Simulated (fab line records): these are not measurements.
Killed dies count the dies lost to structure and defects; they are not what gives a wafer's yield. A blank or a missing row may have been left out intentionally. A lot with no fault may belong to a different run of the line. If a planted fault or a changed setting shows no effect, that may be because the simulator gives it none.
Comparing a struck lot with a sound one + flow berkeley cmos170 + 43 steps out of a route of 331
Sound: wafers L650.3, L650.4, L650.6. Wafers L669.1, L669.2, L669.4 were the ones struck. At the end, the cause is stated.
For every step that has rows: the tool of each side, followed by ch and its chambers, followed by its first start. Under that, the readings that differ: sound wafers + struck wafers + difference of the means + sigmas: that difference in standard deviations of wafers without a fault.
alike: readings with means less than 2 such deviations apart, plus words and numbers identical on both sides. not compared: withheld readings, readings lacking a value on some wafer, bounds such as >300 that could conceal the same value, and numbers that have no deviation in the record and whose values overlap.
The two part at a step that has a row with sigmas, a row that says differs or no value, or rows on one side only. Numbers that have no deviation but don't overlap get no sigmas and don't part them. Lack of a reading on every wafer of one side parts them only where that side has two or more wafers.

UCB170_PFIELD_OVL_MEAS_06:
  sound on overlay-02, day 5 12:20; struck on overlay-01, day 9 14:59
  alike: PFIELD_OVL
next, for these wafers, 1 step has no rows: UCB170_PFIELD_IMPLANT_07.
UCB170_PFIELD_STRIP_08: strips in O2.
  sound on plasma asher-02 ch 0,1, day 5 12:32; struck on plasma asher-02 ch 0,1, day 9 15:10
| reading                      | sound             | struck            | difference | sigmas |
|------------------------------|-------------------|-------------------|------------|--------|
| strip time to endpoint s (s) | 21.41 21.50 21.50 | 21.60 21.66 21.60 | +0.15      | +3     |
  alike: chamber pressure mTorr, drypump motor current A, oes product au
  not compared: rf hours counter h
UCB170_PFIELD_TW_MEAS_09:
  sound on film metro-03, day 5 12:37; struck on film metro-04, day 9 15:16
  alike: PFIELD_TW
then, 2 steps without rows for these wafers: UCB170_FIELD_CLEAN_00 (cleans in dHF, time 7.5 s); UCB170_FIELD_OXIDATION_01 (target thk 558.3 nm, ox time 7200 s).
UCB170_FIELD_THK_MEAS_02:
  sound on film metro-02, day 5 19:48; struck on film metro-03, day 9 23:01
  alike: FIELD_OXIDE_THK
then, 4 steps without rows for these wafers: UCB170_FIELD_ANNEAL_03 (time 1200 s); UCB170_FIELD_WET_ETCH_04 (etches SiO2 in dHF, time 60 s); UCB170_FIELD_WET_ETCH_05 (etches Si3N4 in H3PO4, time 12600 s); UCB170_FIELD_WET_ETCH_06 (etches SiO2 in BOE, time 22 s).
UCB170_FIELD_THK_MEAS_90:
  sound on film metro-03, day 6 08:47; struck on film metro-04, day 10 08:38
  alike: FIELD_OXIDE_LEFT_1_THK
UCB170_SACOX_CLEAN_00: cleans in dHF, time 7.5 s.
  sound on wet bench-02 ch 1, day 6 08:49; struck on wet bench-01 ch 1, day 10 08:41
then, 1 step without rows for these wafers: UCB170_SACOX_OXIDATION_01 (target thk 14.4 nm, ox time 2400 s).
UCB170_SACOX_THK_MEAS_02:
  sound on film metro-03, day 6 15:46; struck on film metro-01, day 10 16:25
| reading              | sound          | struck         | difference | sigmas |
|----------------------|----------------|----------------|------------|--------|
| SACOX_OXIDE_THK (nm) | 13.6 13.9 13.8 | 14.8 14.8 14.9 | +1.1       | +3     |
then, 2 steps without rows for these wafers: UCB170_SCREENOX_WET_ETCH_00 (etches SiO2 in dHF, time 200 s); UCB170_SCREENOX_OXIDATION_01 (target thk 14.4 nm, ox time 2400 s).
UCB170_SCREENOX_THK_MEAS_02:
  sound on film metro-02, day 6 18:47; struck on film metro-02, day 11 00:47
  alike: SCREENOX_OXIDE_THK
then, 3 steps without rows for these wafers: UCB170_SCREENOX_ANNEAL_03 (time 900 s); UCB170_NVT_HMDS_00 (prime time 60 s); UCB170_NVT_COAT_01 (resist thk 900 nm).
UCB170_NVT_SOFTBAKE_02: time 61.83 s.
  sound on litho track-02 ch 0, day 7 00:13; struck on litho track-01 ch 0, day 11 06:24
  alike: heater power total W, plate sensor t centre C, plate sensor t edge C
then, 3 steps without rows for these wafers: UCB170_NVT_EXPOSE_03 (exposes mask PWELL, target cd 3000 nm); UCB170_NVT_PEB_04; UCB170_NVT_DEVELOP_05 (develop time 45 s).
UCB170_NVT_OVL_MEAS_06:
  sound on overlay-02, day 7 00:54; struck on overlay-02, day 11 07:18
  alike: NVT_OVL
next, for these wafers, 1 step has no rows: UCB170_NVT_IMPLANT_07.
UCB170_NVT_STRIP_08: strips in O2.
  sound on plasma asher-03 ch 0,1, day 7 01:07; struck on plasma asher-04 ch 0,1, day 11 07:29
  alike: chamber pressure mTorr, drypump motor current A, oes product au, strip time to endpoint s
  not compared: rf hours counter h
UCB170_NVT_TW_MEAS_09:
  sound on film metro-03, day 7 01:11; struck on film metro-04, day 11 07:35
  alike: NVT_TW
then, 7 steps without rows for these wafers: UCB170_NVT_CLEAN_10 (cleans in SPM, time 600 s); UCB170_PVT_HMDS_00 (prime time 60 s); UCB170_PVT_COAT_01 (resist thk 900 nm); UCB170_PVT_SOFTBAKE_02 (time 60 s); UCB170_PVT_EXPOSE_03 (exposes mask NWELL, target cd 3000 nm); UCB170_PVT_PEB_04; UCB170_PVT_DEVELOP_05 (develop time 45 s).
UCB170_PVT_OVL_MEAS_06:
  sound on overlay-02, day 7 02:16; struck on overlay-01, day 11 11:16
  alike: PVT_OVL
next, for these wafers, 1 step has no rows: UCB170_PVT_IMPLANT_07.
UCB170_PVT_STRIP_08: strips in O2.
  sound on plasma asher-02 ch 0,1, day 7 02:29; struck on plasma asher-03 ch 0,1, day 11 11:27
  alike: chamber pressure mTorr, drypump motor current A, oes product au, strip time to endpoint s
  not compared: rf hours counter h
UCB170_PVT_TW_MEAS_09:
  sound on film metro-02, day 7 02:34; struck on film metro-04, day 11 11:33
  alike: PVT_TW
then, 1 step without rows for these wafers: UCB170_GATE_WET_ETCH_00 (etches SiO2 in dHF, time 200 s).
UCB170_FIELD_THK_MEAS_91:
  sound on film metro-03, day 7 02:42; struck on film metro-02, day 11 11:41
  alike: FIELD_OXIDE_LEFT_2_THK
-- the record jumps here: 3 days lie between the struck wafers' starts before and after (it left off in module FIELD and takes up again in module M3, whose first step shown is number 331 of the route) --
UCB170_M3_PROBE_99:
  record: rows for the struck wafers here (prober-02, day 14 08:05), none for the sound ones

## WHERE THEY PART
Last at UCB170_M3_PROBE_99 as far as this record goes, first at UCB170_PFIELD_STRIP_08.

WHY: what had been put in by the simulator
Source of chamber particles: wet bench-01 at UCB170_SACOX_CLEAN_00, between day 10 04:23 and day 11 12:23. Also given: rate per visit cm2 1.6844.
